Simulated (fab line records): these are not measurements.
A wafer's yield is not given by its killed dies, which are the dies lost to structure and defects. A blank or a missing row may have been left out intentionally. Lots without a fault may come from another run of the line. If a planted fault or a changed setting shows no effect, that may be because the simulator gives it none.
Code-filled problem report in 8D (eight disciplines) form | flow rit-cmos | the parts of the form that need people (team, actions taken, sign-off) are left out

1. PROBLEM STATEMENT
GATE_POLY_THK at RIT_GATE_THK_MEAS_09 reads a mean of 196.1 nm on 3 wafers of 1 lot; wafers without a fault read 250.1 nm with a standard deviation of 2.1. Relative to the usual mean, that is a shift of -26 standard deviations.
The first sign was on wafer L717.1 at day 5 22:43, on film-metro-02. At this step, 39 wafers from 13 lots have a number in the record. The rule behind "out" and "out of limits": a value lying over 4 standard deviations away from the usual mean. Any other wafer with a number is counted as sound.

2. WHAT IT IS; WHAT IT IS NOT
question                    | is                     | is not
which readings at this step | GATE_POLY_THK          | -
which lots                  | L717                   | L701, L702, L703, L704, L705, L707, L714, L716, L718, L720, L722, L724
which wafers of those lots  | all that have a number | -
read on which gauges        | film-metro-02          | film-metro-01, film-metro-03
when                        | from day 5 22:43       | up to then (24 sound wafers); but 12 sound wafers of L718, L720, L722, L724 came after

3. SUSPECTS, AND WHAT RULES EACH OUT
Counting: a tool at any process step up to the reading remains a suspect when it ran all the lots that are out and ran no sound lot after the first of those.
- the gauge at RIT_GATE_THK_MEAS_09 has been ruled out. All the wafers that are out were read on film-metro-02, but those of them that RIT_GATE_CVD_08 has rows for are out there too, on other tools.
- plasma-asher-02 at RIT_PRETRO_STRIP_09 (strips in O2, time 180 s): kept. It ran the lot that is out, L717 (day 5 17:31), and no sound lot after that; its last sound lot up to then is L714 (day 5 07:17).
- lpcvd-01 at RIT_GATE_CVD_08 (deposits poly-Si from SiH4, target thk 250 nm, time 2220 s): kept. It ran the lot that is out, L717 (day 5 21:06), and no sound lot after that; its last sound lot up to then is L714 (day 5 09:22). Its own spike-tc-centre-C, spike-tc-load-C readings are out on those wafers.
After counting, plasma-asher-02 at RIT_PRETRO_STRIP_09 and lpcvd-01 at RIT_GATE_CVD_08 remain.

4. THE CAUSE (what the simulator had put in)
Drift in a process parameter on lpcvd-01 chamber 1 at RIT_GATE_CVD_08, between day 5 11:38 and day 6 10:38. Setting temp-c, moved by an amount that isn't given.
After counting, 2 suspects remain, this tool included.

5. THE EFFECT CHAIN, in route order
Each row: a reading whose mean over the struck wafers that have a number lies more than 3 standard deviations from the usual. Only readings whose record carries a usual standard deviation are examined. hours: median over the lots of the time between each lot's start at the first step of this table that gives one and its start at this step. sigmas: the change, counted in usual standard deviations.
hours | step                 | reading           | usual      | on struck wafers | change | sigmas
0     | RIT_GATE_CVD_08      | spike-tc-centre-C | 612.4 C    | 603.4            | -9.0   | -7.5
0     | RIT_GATE_CVD_08      | spike-tc-load-C   | 631.6 C    | 618.4            | -13.2  | -5.5
0     | RIT_GATE_CVD_08      | spike-tc-source-C | 628.0 C    | 617.7            | -10.3  | -4.3
2     | RIT_GATE_THK_MEAS_09 | GATE_POLY_THK     | 250.1 nm   | 196.1            | -54.0  | -26
3     | RIT_GATE_ETCH_19     | oes-product-au    | 0.843 a.u. | 0.710            | -0.133 | -13
Here are the process steps it includes:
- RIT_GATE_CVD_08: deposits poly-Si from SiH4, target thk 250 nm, time 2220 s.
- RIT_GATE_ETCH_19: etches poly-Si in SF6/CHF3/O2, stops on SiO2, time 165 s, target depth 312.5 nm.
Later steps that measure or inspect, where all struck wafers having a row at the step show a number for every such reading and not one has moved that far: RIT_GATE_OVL_MEAS_17.

6. WHAT WOULD HAVE CAUGHT IT SOONER
In this record the first reading out of limits at a measuring or inspecting step was taken at day 5 22:43, 11 hours after the fault began at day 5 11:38.
Tool's own readings at RIT_GATE_CVD_08, spike-tc-centre-C, spike-tc-load-C: out on all struck wafers the step has rows for; an alarm limit on them would have tripped on the first.
By day 5 22:43, every lot that is out (1) had started RIT_GATE_CVD_08 on lpcvd-01. Holding the tool at that point would not have protected any of them.
